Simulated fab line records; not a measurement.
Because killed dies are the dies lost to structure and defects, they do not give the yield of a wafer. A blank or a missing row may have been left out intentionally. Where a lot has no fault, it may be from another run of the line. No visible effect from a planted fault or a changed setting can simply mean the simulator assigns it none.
fab line records | flow rit_cmos
record lots=14 | wafers=42 | last_day=7
route steps=202 shown PRETRO@65 M1@202
lots with no fault: from the same line, run without faults
start_h: hours from the record's first day to the start of the lot's first wafer shown | wait_h: how many hours have passed since the lot's step before this one | " as in the row above | L1.1+2: a single row standing in for several wafers | - no value present, or no start provided | * or withheld: withheld | < > ~ a bound
route shown NAME@n: a module of which the file shows steps, and the number in the route of the first | usual: mean/standard deviation of fault-free wafers | same: alike in all rows | chamber/n: place in a boat | sites: readings site by site | _std_site: how widely they spread, as a standard deviation | _edge_site: the outer-site mean with the inner-site mean subtracted | radius_mm: for every site, how far away it sits from the centre of the wafer | mask NAME#n: copy n | behind: tool/chamber where the wafer was last shaped | hold: cause of the lot's hold/its duration in hours/its outcome | device: transistor that didn't switch, given as n, p or np | end of line: at the end of the route, the tests of the same wafers | step lacking rows: just its recipe | killed: dies that structure and defects cost at the first sort, which is not the same as the wafer's yield | map: a wafer's dies, x killed, . not, _ none there
set.NAME: the run value of the setting; set.NAME@STEP: its run value at that earlier step | model.NAME: the simulator's own value behind a step, which no gauge read
one table for each step of the route and one row for each wafer, over a sample of lots
## steps
# step RIT_PRETRO_COAT_01
# recipe resist=NOVOLAK | spin_rpm=2000 | resist_thk_nm=1300
# usual chill_plate_temp_C=23.00/0.12 | dispense_pressure_kPa=53/5.2
lot.wafer | tool           | chamber | start_h | wait_h | chill_plate_temp_C | dispense_pressure_kPa
L943.3    | litho_track-01 | 0       | 32.92   | 0.1    | 23.10              | 54
L943.4    | "              | 0       | "       | "      | 22.88              | 54
L943.6    | "              | 0       | "       | "      | 22.77              | 54
L944.2    | litho_track-04 | 0       | 40.37   | 0.1    | 22.95              | 59
L944.4    | "              | 0       | "       | "      | 23.06              | 59
L944.6    | "              | 0       | "       | "      | 23.01              | 59
L945.1    | litho_track-01 | 0       | 44.45   | 0.1    | 23.17              | 54
L945.3    | "              | 0       | "       | "      | 23.13              | 54
L945.6    | "              | 0       | "       | "      | 22.99              | 54
L946.1    | litho_track-03 | 0       | 46.82   | 0.1    | 23.04              | 46
L946.3    | "              | 0       | "       | "      | 23.01              | 47
L946.6    | "              | 0       | "       | "      | 22.72              | 47
L947.1    | litho_track-04 | 0       | 51.82   | 0.1    | 23.06              | 59
L947.5    | "              | 0       | "       | "      | 23.09              | 59
L947.6    | "              | 0       | "       | "      | 22.93              | 59
L949.2    | litho_track-01 | 0       | 59.92   | 0.1    | 22.88              | 54
L949.4    | "              | 0       | "       | "      | 23.04              | 54
L949.6    | "              | 0       | "       | "      | 22.96              | 54
L951.3    | litho_track-03 | 0       | 77.82   | 0.1    | 23.02              | 46
L951.4    | "              | 0       | "       | "      | 23.28              | 47
L951.5    | "              | 0       | "       | "      | 23.14              | 47
L953.1    | litho_track-03 | 0       | 84.66   | 0.1    | 22.90              | 46
L953.3    | "              | 0       | "       | "      | 22.79              | 47
L953.6    | "              | 0       | "       | "      | 23.00              | 47
L955.2    | litho_track-01 | 0       | 92.01   | 0.1    | 22.97              | 54
L955.3    | "              | 0       | "       | "      | 22.95              | 54
L955.4    | "              | 0       | "       | "      | 22.86              | 54
L956.2    | litho_track-04 | 0       | 97.27   | 0.1    | 22.93              | 59
L956.5    | "              | 0       | "       | "      | 23.11              | 59
L956.6    | "              | 0       | "       | "      | 22.99              | 59
L960.3    | litho_track-03 | 0       | 119.06  | 0.1    | 23.15              | 47
L960.4    | "              | 0       | "       | "      | 23.07              | 47
L960.5    | "              | 0       | "       | "      | 23.21              | 47
L962.1    | litho_track-03 | -       | 126.55  | 0.1    | -                  | -
L962.2    | "              | -       | "       | "      | -                  | -
L962.3    | "              | -       | "       | "      | -                  | -
L963.1    | litho_track-03 | -       | 132.98  | 0.1    | -                  | -
L963.2    | "              | -       | "       | "      | -                  | -
L963.6    | "              | -       | "       | "      | -                  | -
L964.1    | litho_track-04 | 0       | 138.92  | 0.1    | 23.08              | 59
L964.3    | "              | 0       | "       | "      | 23.12              | 59
L964.5    | "              | 0       | "       | "      | 23.16              | 59
# step RIT_PRETRO_OVL_MEAS_06
# usual PRETRO_OVL=-0.1/1.4
lot.wafer | tool       | chamber | start_h | wait_h | PRETRO_OVL[nm]
L943.3    | overlay-02 | -       | 33.61   | -      | -2.9
L943.4    | "          | -       | "       | "      | -1.1
L943.6    | "          | -       | "       | "      | -2.2
L944.2    | overlay-01 | -       | 41.20   | -      | -1.8
L944.4    | "          | -       | "       | "      | -1.3
L944.6    | "          | -       | "       | "      | 1.0
L945.1    | overlay-01 | -       | 45.18   | -      | 1.8
L945.3    | "          | -       | "       | "      | 1.2
L945.6    | "          | -       | "       | "      | 1.7
L946.1    | overlay-02 | -       | 47.55   | -      | -1.2
L946.3    | "          | -       | "       | "      | -2.1
L946.6    | "          | -       | "       | "      | 0.4
L947.1    | overlay-02 | -       | 52.55   | -      | 0.9
L947.5    | "          | -       | "       | "      | 2.1
L947.6    | "          | -       | "       | "      | -0.1
L949.2    | overlay-02 | -       | 60.75   | -      | 1.7
L949.4    | "          | -       | "       | "      | 3.0
L949.6    | "          | -       | "       | "      | 0.7
L951.3    | overlay-02 | -       | 78.51   | -      | 0.9
L951.4    | "          | -       | "       | "      | 1.3
L951.5    | "          | -       | "       | "      | 1.2
L953.1    | overlay-01 | -       | 85.52   | -      | -1.3
L953.3    | "          | -       | "       | "      | -1.8
L953.6    | "          | -       | "       | "      | -2.0
L955.2    | overlay-02 | -       | 92.73   | -      | 1.2
L955.3    | "          | -       | "       | "      | 1.9
L955.4    | "          | -       | "       | "      | 0.4
L956.2    | overlay-02 | -       | 97.98   | -      | -0.2
L956.5    | "          | -       | "       | "      | -2.7
L956.6    | "          | -       | "       | "      | -1.3
L960.3    | overlay-01 | -       | 119.75  | -      | 0.6
L960.4    | "          | -       | "       | "      | -0.6
L960.5    | "          | -       | "       | "      | -1.0
L962.1    | overlay-01 | -       | 127.41  | -      | -
L962.2    | "          | -       | "       | "      | -
L962.3    | "          | -       | "       | "      | -
L963.1    | overlay-01 | -       | 133.71  | -      | -
L963.2    | "          | -       | "       | "      | -
L963.6    | "          | -       | "       | "      | -
L964.1    | overlay-01 | -       | 139.78  | -      | -2.9
L964.3    | "          | -       | "       | "      | -1.4
L964.5    | "          | -       | "       | "      | -1.0
# step RIT_M1_PROBE_99
# usual killed_at_contacts=0.1/0.32 | killed_at_front_end=6/3.1 | killed_dies=7/3.2 | killed_on_rim=1.7/1.4 | killed_open=3.1/1.9 | killed_short=3.5/2.2
# same gross_dies=264 | killed_at_M0_to_M3=0 | killed_at_M4_up=0 | killed_at_back_side=0 | killed_at_other=0
lot.wafer | tool      | chamber | start_h | wait_h | killed_at_contacts | killed_at_front_end | killed_dies | killed_on_rim | killed_open | killed_short
L943.3    | prober-01 | -       | 61.72   | 0.2    | 0                  | 8                   | 8           | 3             | 4           | 4
L943.4    | prober-01 | -       | 61.77   | 0.2    | 0                  | 7                   | 7           | 2             | 3           | 4
L943.6    | prober-01 | -       | 61.87   | 0.2    | 0                  | 8                   | 8           | 1             | 3           | 5
L944.2    | prober-02 | -       | 69.30   | 0.1    | 0                  | 6                   | 6           | 0             | 3           | 3
L944.4    | prober-02 | -       | 69.40   | 0.2    | 0                  | 7                   | 7           | 1             | 3           | 4
L944.6    | prober-02 | -       | 69.50   | 0.2    | 0                  | 8                   | 8           | 2             | 4           | 4
L945.1    | prober-01 | -       | 74.09   | 0.1    | 0                  | 7                   | 7           | 4             | 2           | 5
L945.6    | prober-01 | -       | 74.34   | 0.2    | 0                  | 2                   | 2           | 1             | 1           | 1
L946.1    | prober-01 | -       | 75.97   | 0.1    | 0                  | 5                   | 5           | 1             | 2           | 3
L946.3    | prober-01 | -       | 76.07   | 0.2    | 0                  | 4                   | 4           | 2             | 2           | 2
L946.6    | prober-01 | -       | 76.22   | 0.2    | 1                  | 1                   | 2           | 0             | 2           | 0
L947.1    | prober-02 | -       | 89.63   | 0.1    | 0                  | 2                   | 2           | 1             | 2           | 0
L947.5    | prober-02 | -       | 89.83   | 0.2    | 1                  | 10                  | 11          | 4             | 4           | 7
L947.6    | prober-02 | -       | 89.88   | 0.2    | 0                  | 4                   | 4           | 0             | 1           | 3
L949.2    | prober-02 | -       | 96.11   | 0.1    | 0                  | 4                   | 4           | 2             | 3           | 1
L949.4    | prober-02 | -       | 96.21   | 0.2    | 0                  | 8                   | 8           | 2             | 5           | 3
L949.6    | prober-02 | -       | 96.31   | 0.2    | 0                  | 2                   | 2           | 0             | 1           | 1
L951.3    | prober-02 | -       | 108.38  | 0.2    | 1                  | 11                  | 12          | 5             | 9           | 3
L951.4    | prober-02 | -       | 108.43  | 0.2    | 0                  | 10                  | 10          | 3             | 6           | 4
L951.5    | prober-02 | -       | 108.48  | 0.2    | 0                  | 14                  | 14          | 4             | 6           | 8
L953.1    | prober-01 | -       | 115.24  | 0.1    | 0                  | 8                   | 8           | 0             | 5           | 3
L953.3    | prober-01 | -       | 115.34  | 0.2    | 0                  | 8                   | 8           | 1             | 4           | 4
L953.6    | prober-01 | -       | 115.49  | 0.2    | 0                  | 3                   | 3           | 1             | 2           | 1
L955.2    | prober-02 | -       | 122.07  | 0.1    | 0                  | 6                   | 6           | 1             | 4           | 2
L955.3    | prober-02 | -       | 122.12  | 0.2    | 0                  | 11                  | 11          | 3             | 7           | 4
L955.4    | prober-02 | -       | 122.17  | 0.2    | 0                  | 10                  | 10          | 1             | 2           | 8
L956.2    | prober-01 | -       | 128.05  | 0.1    | 0                  | 8                   | 8           | 3             | 6           | 2
L956.5    | prober-01 | -       | 128.20  | 0.2    | 0                  | 7                   | 7           | 3             | 1           | 6
L956.6    | prober-01 | -       | 128.25  | 0.2    | 0                  | 3                   | 3           | 0             | 3           | 0
L960.3    | prober-01 | -       | 148.64  | 0.2    | 0                  | 11                  | 11          | 1             | 5           | 6
L960.4    | prober-01 | -       | 148.69  | 0.2    | 0                  | 5                   | 5           | 1             | 1           | 4
L960.5    | prober-01 | -       | 148.74  | 0.2    | 0                  | 9                   | 9           | 1             | 2           | 7
L962.1    | prober-01 | -       | 161.76  | 0.1    | 0                  | 264                 | 264         | 70            | 2           | 1
L962.2    | prober-01 | -       | 161.81  | 0.1    | 0                  | 264                 | 264         | 70            | 3           | 0
L962.3    | prober-01 | -       | 161.86  | 0.2    | 0                  | 264                 | 264         | 70            | 4           | 4
L963.1    | prober-02 | -       | 164.82  | 0.1    | 0                  | 264                 | 264         | 70            | 5           | 4
L963.2    | prober-02 | -       | 164.87  | 0.1    | 1                  | 263                 | 264         | 70            | 6           | 5
L963.6    | prober-02 | -       | 165.07  | 0.2    | 0                  | 264                 | 264         | 70            | 3           | 7
L964.1    | prober-02 | -       | 174.28  | 0.1    | 0                  | 8                   | 8           | 2             | 3           | 5
L964.3    | prober-02 | -       | 174.38  | 0.2    | 0                  | 9                   | 9           | 2             | 4           | 5
L964.5    | prober-02 | -       | 174.48  | 0.2    | 0                  | 6                   | 6           | 2             | 2           | 4
# killed by level:class
L943.3 GATE:geometric_particle:open=3 GATE:geometric_particle:short=2 SILICIDE:geometric_particle:short=2 FOX1:geometric_particle:open=1
L943.4 GATE:geometric_particle:short=4 GATE:geometric_particle:open=3
L943.6 GATE:geometric_particle:short=4 REOX:geometric_particle:open=2 GATE:geometric_particle:open=1 REOX:geometric_particle:short=1
L944.2 GATE:geometric_particle:short=2 GATE:geometric_particle:open=1 REOX:geometric_particle:open=1 REOX:geometric_particle:short=1 SILICIDE:geometric_particle:open=1
L944.4 GATE:geometric_particle:short=2 FOX1:geometric_particle:open=1 GATE:geometric_particle:open=1 REOX:geometric_particle:short=1 SPACER:geometric_particle:short=1 SPACER:geometric_particle:open=1
L944.6 FOX1:geometric_particle:open=2 SPACER:geometric_particle:short=2 FOX1:geometric_particle:short=1 FOX2:geometric_particle:open=1 GATE:geometric_particle:open=1 REOX:geometric_particle:short=1
L945.1 GATE:geometric_particle:short=3 REOX:geometric_particle:short=2 FOX1:geometric_particle:open=1 GATE:geometric_particle:open=1
L945.6 REOX:geometric_particle:open=1 SILICIDE:geometric_particle:short=1
L946.1 GATE:geometric_particle:short=2 GATE:geometric_particle:open=1 REOX:geometric_particle:open=1 SPACER:geometric_particle:short=1
L946.3 GATE:geometric_particle:open=1 GATE:geometric_particle:short=1 REOX:geometric_particle:open=1 SPACER:geometric_particle:short=1
L946.6 REOX:geometric_particle:open=1 CONTACT:geometric_particle:open=1
L947.1 FOX2:geometric_particle:open=1 GATE:geometric_particle:open=1
L947.5 FOX1:geometric_particle:open=2 FOX1:geometric_particle:short=2 SPACER:geometric_particle:short=2 FOX2:geometric_particle:open=1 GATE:geometric_particle:short=1 SPACER:geometric_particle:open=1 SILICIDE:geometric_particle:short=1 CONTACT:geometric_particle:short=1
L947.6 GATE:geometric_particle:short=2 SPACER:geometric_particle:open=1 SILICIDE:geometric_particle:short=1
L949.2 FOX1:geometric_particle:open=2 GATE:geometric_particle:open=1 SPACER:geometric_particle:short=1
L949.4 FOX1:geometric_particle:open=2 GATE:geometric_particle:open=2 FOX1:geometric_particle:short=1 GATE:geometric_particle:short=1 REOX:geometric_particle:open=1 SILICIDE:geometric_particle:short=1
L949.6 GATE:geometric_particle:short=1 SPACER:geometric_particle:open=1
L951.3 SPACER:geometric_particle:open=3 FOX1:geometric_particle:open=2 FOX2:geometric_particle:open=2 FOX1:geometric_particle:short=1 GATE:geometric_particle:open=1 REOX:geometric_particle:short=1 SILICIDE:geometric_particle:short=1 CONTACT:geometric_particle:open=1
L951.4 GATE:geometric_particle:short=4 GATE:geometric_particle:open=3 SPACER:geometric_particle:open=2 SILICIDE:geometric_particle:open=1
L951.5 FOX1:geometric_particle:short=2 FOX1:geometric_particle:open=2 GATE:geometric_particle:open=2 GATE:geometric_particle:short=2 SPACER:geometric_particle:short=2 SILICIDE:geometric_particle:short=2 FOX2:geometric_particle:open=1 SPACER:geometric_particle:open=1
L953.1 GATE:geometric_particle:short=3 FOX2:geometric_particle:open=2 GATE:geometric_particle:open=2 FOX1:geometric_particle:open=1
L953.3 FOX1:geometric_particle:open=2 GATE:geometric_particle:short=2 FOX1:geometric_particle:short=1 FOX2:geometric_particle:short=1 REOX:geometric_particle:open=1 SPACER:geometric_particle:open=1
L953.6 GATE:geometric_particle:open=1 REOX:geometric_particle:open=1 SPACER:geometric_particle:short=1
L955.2 GATE:geometric_particle:open=2 REOX:geometric_particle:open=2 FOX1:geometric_particle:short=1 GATE:geometric_particle:short=1
L955.3 GATE:geometric_particle:open=4 GATE:geometric_particle:short=3 FOX1:geometric_particle:short=1 FOX1:geometric_particle:open=1 REOX:geometric_particle:open=1 SILICIDE:geometric_particle:open=1
L955.4 GATE:geometric_particle:short=3 REOX:geometric_particle:short=3 FOX2:geometric_particle:short=2 GATE:geometric_particle:open=1 REOX:geometric_particle:open=1
L956.2 GATE:geometric_particle:open=3 REOX:geometric_particle:short=2 FOX1:geometric_particle:open=1 FOX2:geometric_particle:open=1 REOX:geometric_particle:open=1
L956.5 FOX1:geometric_particle:short=2 SPACER:geometric_particle:short=2 GATE:geometric_particle:short=1 GATE:geometric_particle:open=1 REOX:geometric_particle:short=1
L956.6 GATE:geometric_particle:open=1 REOX:geometric_particle:open=1 SILICIDE:geometric_particle:open=1
L960.3 GATE:geometric_particle:open=3 GATE:geometric_particle:short=3 FOX1:geometric_particle:short=1 FOX2:geometric_particle:open=1 FOX2:geometric_particle:short=1 SPACER:geometric_particle:open=1 SILICIDE:geometric_particle:short=1
L960.4 GATE:geometric_particle:short=2 FOX1:geometric_particle:short=1 FOX2:geometric_particle:open=1 SILICIDE:geometric_particle:short=1
L960.5 GATE:geometric_particle:short=4 SILICIDE:geometric_particle:short=2 FOX2:geometric_particle:short=1 GATE:geometric_particle:open=1 SILICIDE:geometric_particle:open=1
L962.1 PRETRO:area_expose=261 ACTIVE:geometric_particle:short=1 FOX2:geometric_particle:open=1 GATE:geometric_particle:open=1
L962.2 PRETRO:area_expose=261 GATE:geometric_particle:open=1 REOX:geometric_particle:open=1 SPACER:geometric_particle:open=1
L962.3 PRETRO:area_expose=256 GATE:geometric_particle:open=2 FOX1:geometric_particle:short=1 FOX1:geometric_particle:open=1 FOX2:geometric_particle:short=1 GATE:geometric_particle:short=1 SPACER:geometric_particle:open=1 SILICIDE:geometric_particle:short=1
L963.1 PRETRO:area_expose=255 GATE:geometric_particle:short=2 GATE:geometric_particle:open=2 SPACER:geometric_particle:open=2 FOX1:geometric_particle:short=1 FOX1:geometric_particle:open=1 SILICIDE:geometric_particle:short=1
L963.2 PRETRO:area_expose=253 GATE:geometric_particle:open=3 SPACER:geometric_particle:short=2 SILICIDE:geometric_particle:short=2 FOX1:geometric_particle:open=1 GATE:geometric_particle:short=1 SILICIDE:geometric_particle:open=1 CONTACT:geometric_particle:open=1
L963.6 PRETRO:area_expose=254 GATE:geometric_particle:short=4 GATE:geometric_particle:open=1 REOX:geometric_particle:short=1 REOX:geometric_particle:open=1 SPACER:geometric_particle:short=1 SPACER:geometric_particle:open=1 SILICIDE:geometric_particle:short=1
L964.1 GATE:geometric_particle:short=5 GATE:geometric_particle:open=3
L964.3 GATE:geometric_particle:open=4 GATE:geometric_particle:short=3 REOX:geometric_particle:short=2
L964.5 GATE:geometric_particle:short=3 FOX2:geometric_particle:short=1 GATE:geometric_particle:open=1 SPACER:geometric_particle:open=1
## key
first_sign step=RIT_PRETRO_COAT_01 | reading=tool_record | direction=missing
effect step=RIT_PRETRO_OVL_MEAS_06 | reading=PRETRO_OVL | direction=missing
effect step=RIT_M1_PROBE_99 | reading=killed_at_front_end | direction=up | sigmas=82 | usual=6 | struck=264
more_kills_born_at RIT_PRETRO_EXPOSE_03@iline_stepper-01=1540
met_at RIT_PRETRO_COAT_01
struck_lots L962,L963
tester_left_out L962,L963
onset_between 119.06 126.55
fault kind=skipped_step_whole | tool=litho_track-03 | chamber=- | onset_h=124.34 | steps=RIT_PRETRO_COAT_01 | scope=struck_lots_only
# tester_left_out: of these lots the tester's yield and bins aren't shown, on N5 and GAA mostly nor the transistor test; their killed dies are dies lost to structure and defects alone, not to doping, threshold or leakage, so they don't give the yield
